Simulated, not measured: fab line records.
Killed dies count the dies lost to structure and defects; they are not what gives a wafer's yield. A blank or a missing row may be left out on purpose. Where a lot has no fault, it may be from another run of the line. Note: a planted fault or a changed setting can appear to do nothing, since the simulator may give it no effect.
Struck lot and sound lot, side by side | flow rit_cmos | 17 out of 202 route steps
Sound: these wafers, L432.1, L432.2, L432.4. Wafers L446.1, L446.2, L446.5 were the ones struck. The cause is named last.
At each step with rows: each side's tool, then ch and its chambers, then its first start. Under that, the readings that differ: sound wafers | struck wafers | difference of the means | sigmas: that difference in standard deviations of wafers without a fault.
alike: same words and numbers on both sides, and readings whose means sit less than 2 such deviations apart. not compared: any withheld reading, any reading some wafer has no value for, any bound like >300 that may hide the same value, and any number with overlapping values for which the record gives no deviation.
The two part at a step that has a row with sigmas, a row that says differs or no value, or rows on one side only. Numbers that have no deviation but don't overlap get no sigmas and don't part them. A reading that every wafer of one side lacks parts them only if that side has two wafers or more.

first, 1 step without rows for these wafers: RIT_PRETRO_DEVELOP_05 (develop time 65.41 s).
RIT_PRETRO_OVL_MEAS_06:
  struck on overlay-02, day 6 20:17; sound on overlay-01, day 3 19:21
  alike: PRETRO_OVL
then, 2 steps without rows for these wafers: RIT_PRETRO_HARDBAKE_07 (time 120 s); RIT_PRETRO_IMPLANT_08.
RIT_PRETRO_STRIP_09: strips in O2, time 180 s.
  sound on plasma_asher-04 ch 0,1, day 3 19:49; struck on plasma_asher-04 ch 0,1, day 6 20:55
  alike: drypump_motor_current_A, rf_refl_power_W
  not compared: rf_hours_counter_h
RIT_PRETRO_TW_MEAS_10:
  struck on film_metro-01, day 6 21:05; sound on film_metro-02, day 3 19:59
  alike: PRETRO_TW
then, 5 steps without rows for these wafers: RIT_GATE_WET_ETCH_00 (etches SiO2 in BOE, target depth 56 nm, time 60 s); RIT_GATE_CLEAN_01 (cleans in SC1, time 600 s); RIT_GATE_CLEAN_02 (cleans in dHF, time 30 s); RIT_GATE_CLEAN_03 (cleans in SC2, time 600 s); RIT_GATE_CLEAN_04 (cleans in dHF, time 60 s).
RIT_FOX2_THK_MEAS_91:
  struck on film_metro-03, day 6 21:35; sound on film_metro-04, day 3 20:28
  reading                     | sound       | struck      | difference | sigmas
  FIELD_OXIDE_LEFT_2_THK (nm) | 246 250 248 | 264 265 269 | +18        | +2
RIT_GATE_OXIDATION_05: target thk 3 nm, ox time 270 s.
  sound on furnace-03 ch 0, day 3 20:51; struck on furnace-03 ch 0, day 6 22:50
  reading                                     | sound             | struck            | difference | sigmas
  spike_tc_centre_C (C)                       | 903.7 902.4 903.2 | 889.0 887.0 887.7 | -15.2      | -12
  spike_tc_load_C (C)                         | 928.1 928.1 927.5 | 911.1 911.2 910.2 | -17.1      | -13
  spike_tc_source_C (C)                       | 922.5 920.1 921.7 | 907.1 905.8 905.1 | -15.4      | -13
  model.SiO2_of_GATE_OXIDATION_05.thk_nm (nm) | 3.047 3.012 2.959 | 2.517 2.512 2.474 | -0.505     |
  alike: tube_center_temp_C, zone_power_centre_pct
then, 1 step without rows for these wafers: RIT_GATE_ANNEAL_06 (time 600 s).
RIT_GATE_THK_MEAS_07:
  struck on film_metro-03, day 7 02:12; sound on film_metro-01, day 3 22:10
  reading             | sound          | struck         | difference | sigmas
  GATE_OXIDE_THK (nm) | 3.07 3.01 2.91 | 2.51 2.52 2.46 | -0.50      | -7
then, 2 steps without rows for these wafers: RIT_GATE_CVD_08 (deposits poly-Si from SiH4, target thk 250 nm, time 2220 s); RIT_M1_PROBE_99.

## WHERE THEY PART
At RIT_FOX2_THK_MEAS_91 first; at RIT_GATE_THK_MEAS_07 last (within this record only).

WHY: what the simulator had put in
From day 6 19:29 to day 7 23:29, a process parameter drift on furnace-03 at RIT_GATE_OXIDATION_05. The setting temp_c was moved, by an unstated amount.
